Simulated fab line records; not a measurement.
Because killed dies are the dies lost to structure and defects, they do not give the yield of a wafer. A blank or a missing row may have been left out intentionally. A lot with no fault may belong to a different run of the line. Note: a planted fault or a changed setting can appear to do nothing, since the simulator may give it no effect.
Struck lot and sound lot, side by side	flow berkeley_cmos170	27 out of 331 route steps
Sound: the wafers L803.2, L803.4, L803.5. Wafers struck: L813.1, L813.4, L813.6. The cause is named last.
Per side, at each step with rows, come the tool, then ch with its chambers, and then its first start. Under that, the readings that differ: sound wafers	struck wafers	difference of the means	sigmas: that difference in standard deviations of wafers without a fault.
alike: readings with means less than 2 such deviations apart, plus words and numbers identical on both sides. not compared: withheld readings, readings lacking a value on some wafer, bounds such as >300 that could conceal the same value, and numbers that have no deviation in the record and whose values overlap.
A row with sigmas, a row that says differs or no value, or rows on one side alone: a step with any of these is where the two part. Numbers that have no deviation but don't overlap get no sigmas and don't part them. Lack of a reading on every wafer of one side parts them only where that side has two or more wafers.

UCB170_GATE_CD_MEAS_90: the cd target is 350 nm.
  sound: cd_sem-02 at day 7 16:08; struck: cd_sem-01 at day 9 11:42
  alike: cd_nm
then, 7 steps without rows for these wafers: UCB170_GATE_CLEAN_17 (cleans in SPM, time 600 s); UCB170_PLDD_HMDS_00 (prime time 60 s); UCB170_PLDD_COAT_01 (resist thk 900 nm); UCB170_PLDD_SOFTBAKE_02 (time 60 s); UCB170_PLDD_EXPOSE_03 (exposes mask PSELECT, target cd 1200 nm); UCB170_PLDD_PEB_04; UCB170_PLDD_DEVELOP_05 (develop time 45 s).
UCB170_PLDD_CD_MEAS_06: the cd target is 1200 nm.
  sound: cd_sem-01 at day 7 17:26; struck: cd_sem-01 at day 9 14:01
  alike: cd_nm
UCB170_PLDD_OVL_MEAS_07:
  sound: overlay-01 at day 7 17:32; struck: overlay-02 at day 9 14:08
  alike: PLDD_OVL
then, 2 steps without rows for these wafers: UCB170_PLDD_IMPLANT_08; UCB170_PLDD_IMPLANT_09.
UCB170_PLDD_STRIP_10: strips in O2.
  sound on plasma_asher-04 ch 1, day 7 17:52; struck on plasma_asher-02 ch 0,1, day 9 14:29
  no value came back on the struck wafers for chamber_pressure_mTorr (mTorr), drypump_motor_current_A (A), oes_product_au (a.u.), strip_time_to_endpoint_s (s); on the sound wafers chamber_pressure_mTorr (mTorr) reads 3502.1 3500.4 3502.8
reading	sound	struck	difference	sigmas
model.KrF_of_PLDD_COAT_01.thk_nm (nm)	0 0 0	889.6 886.8 888.5	+888.3	
  not compared: rf_hours_counter_h
UCB170_PLDD_TW_MEAS_11:
  sound: film_metro-02 at day 7 17:59; struck: film_metro-03 at day 9 14:35
  alike: PLDD_TW
then, 7 steps without rows for these wafers: UCB170_PLDD_CLEAN_12 (cleans in SPM, time 600 s); UCB170_NLDD_HMDS_00 (prime time 60 s); UCB170_NLDD_COAT_01 (resist thk 900 nm); UCB170_NLDD_SOFTBAKE_02 (time 60 s); UCB170_NLDD_EXPOSE_03 (exposes mask NSELECT, target cd 1200 nm); UCB170_NLDD_PEB_04; UCB170_NLDD_DEVELOP_05 (develop time 45 s).
UCB170_NLDD_CD_MEAS_06: the cd target is 1200 nm.
  sound: cd_sem-01 at day 7 19:19; struck: cd_sem-02 at day 9 15:56
reading	sound	struck	difference	sigmas
cd_nm (nm)	1194.4 1197.4 1195.0	1199.5 1199.1 1200.5	+4.1	+2
UCB170_NLDD_OVL_MEAS_07:
  sound: overlay-01 at day 7 19:26; struck: overlay-02 at day 9 16:04
  alike: NLDD_OVL
then, 2 steps without rows for these wafers: UCB170_NLDD_IMPLANT_08; UCB170_NLDD_IMPLANT_09.
UCB170_NLDD_STRIP_10: strips in O2.
  sound on plasma_asher-02 ch 0, day 7 19:46; struck on plasma_asher-04 ch 0,1, day 9 16:23
reading	sound	struck	difference	sigmas
strip_time_to_endpoint_s (s)	21.74 21.62 21.68	47.98 47.94 47.91	+26.26	+99 or more
  alike: chamber_pressure_mTorr, drypump_motor_current_A, oes_product_au
  not compared: rf_hours_counter_h
UCB170_NLDD_TW_MEAS_11:
  sound: film_metro-02 at day 7 19:52; struck: film_metro-01 at day 9 16:43
reading	sound	struck	difference	sigmas
NLDD_TW	2182 2181 2183	30 30 30	-2152	-99 or more
  not compared: hold

== WHERE THEY PART ==
Earliest at UCB170_PLDD_STRIP_10; latest, in this record, at UCB170_NLDD_TW_MEAS_11.

WHY: the cause the simulator had injected
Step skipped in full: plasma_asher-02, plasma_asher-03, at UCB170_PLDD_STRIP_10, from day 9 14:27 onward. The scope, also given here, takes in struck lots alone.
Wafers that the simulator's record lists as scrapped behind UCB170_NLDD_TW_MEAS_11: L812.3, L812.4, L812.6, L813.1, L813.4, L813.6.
